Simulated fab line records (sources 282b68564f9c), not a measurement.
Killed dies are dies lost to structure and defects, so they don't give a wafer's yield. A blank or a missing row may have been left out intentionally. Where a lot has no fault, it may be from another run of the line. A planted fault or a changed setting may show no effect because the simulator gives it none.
2 desks looking at one fault | flow rit-cmos | every desk sees just its own numbers, and what lay behind them comes last

## FOR THE TOOL OWNER'S DESK: implanter-03
The tool's own readings at RIT_PLDD_IMPLANT_08: means of the sampled wafers that have a number, for each lot that ran on this tool. If a lot's mean is further than 4 standard deviations from the usual mean, the lot is out of limits and carries the mark OUT (the distance appears in the brackets).
Columns: A = dose-ions-cm2 at RIT_PLDD_IMPLANT_08, usual 8.999e+14; B = faraday-current-uA at RIT_PLDD_IMPLANT_08, usual 2823
lot  | first seen here | A                           | B
L669 | day 3 09:30     | 9.005e+14                   | 2816
L674 | day 4 11:22     | 5.217e+14 (-99 or more) OUT | 1659 (-19) OUT
L677 | day 5 01:38     | 5.205e+14 (-99 or more) OUT | 1687 (-19) OUT
L689 | day 7 15:52     | 8.998e+14                   | 2822
This desk's finding: out of limits on L674, L677; first on L674, day 4 11:22 (dose-ions-cm2 at RIT_PLDD_IMPLANT_08). L669, L689: within limits.

## FROM THE METROLOGY DESK
Lot by lot, what the gauges showed, no matter which tool ran the lot: averages of those sampled wafers that carry a number. If a lot's mean is further than 4 standard deviations from the usual mean, the lot is out of limits and carries the mark OUT (the distance appears in the brackets).
Columns: A = PLDD_TW at RIT_PLDD_TW_MEAS_10, usual 2350; B = PLDD_RS at RIT_SDANNEAL_RS_MEAS_06, usual 178.8 ohm/sq
lot  | first seen here | A              | B
L667 | day 2 22:13     | 2341           | 179.3
L668 | day 3 02:23     | 2321           | 178.9
L669 | day 3 09:49     | 2366           | 179.2
L671 | day 3 21:27     | 2322           | 179.3
L674 | day 4 11:41     | 2023 (-16) OUT | 245.8 (+99 or more) OUT
L677 | day 5 01:57     | 2054 (-15) OUT | 245.6 (+99 or more) OUT
L682 | day 5 23:25     | 2338           | 178.3
L683 | day 6 06:04     | 2339           | 178.8
L684 | day 6 09:51     | 2344           | 178.6
L685 | day 6 20:59     | 2341           | 179.6
L686 | day 7 02:25     | 2361           | 177.7
L688 | day 7 10:16     | 2330           | 178.8
L689 | day 7 16:11     | 2321           | 178.9
L690 | day 8 00:28     | 2379           | 178.7
This desk's result: L674, L677 out of limits, first on L674 (PLDD_TW at RIT_PLDD_TW_MEAS_10), day 4 11:41. L667, L668, L669, L671, L682, L683, L684, L685, L686, L688, L689, L690: within limits.

## TAKEN TOGETHER
An alarm could have come from the tool owner's desk at day 4 11:22, on L674, L677.
Metrology desk: alarm possible at day 4 11:41 on L674, L677.
All the named lots went through RIT_PLDD_IMPLANT_08 on implanter-03.

## WHAT THE SIMULATOR PUT IN
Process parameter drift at RIT_PLDD_IMPLANT_08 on implanter-03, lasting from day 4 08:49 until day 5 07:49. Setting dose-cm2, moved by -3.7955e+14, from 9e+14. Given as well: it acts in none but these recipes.
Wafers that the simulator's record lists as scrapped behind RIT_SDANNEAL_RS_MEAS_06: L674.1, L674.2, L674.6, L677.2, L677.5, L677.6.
Lots struck among those shown: L674, L677.
Delay (hours) between the fault's onset and each desk's first out-of-limits reading: 3 at the tool owner's desk, 3 at the metrology desk.
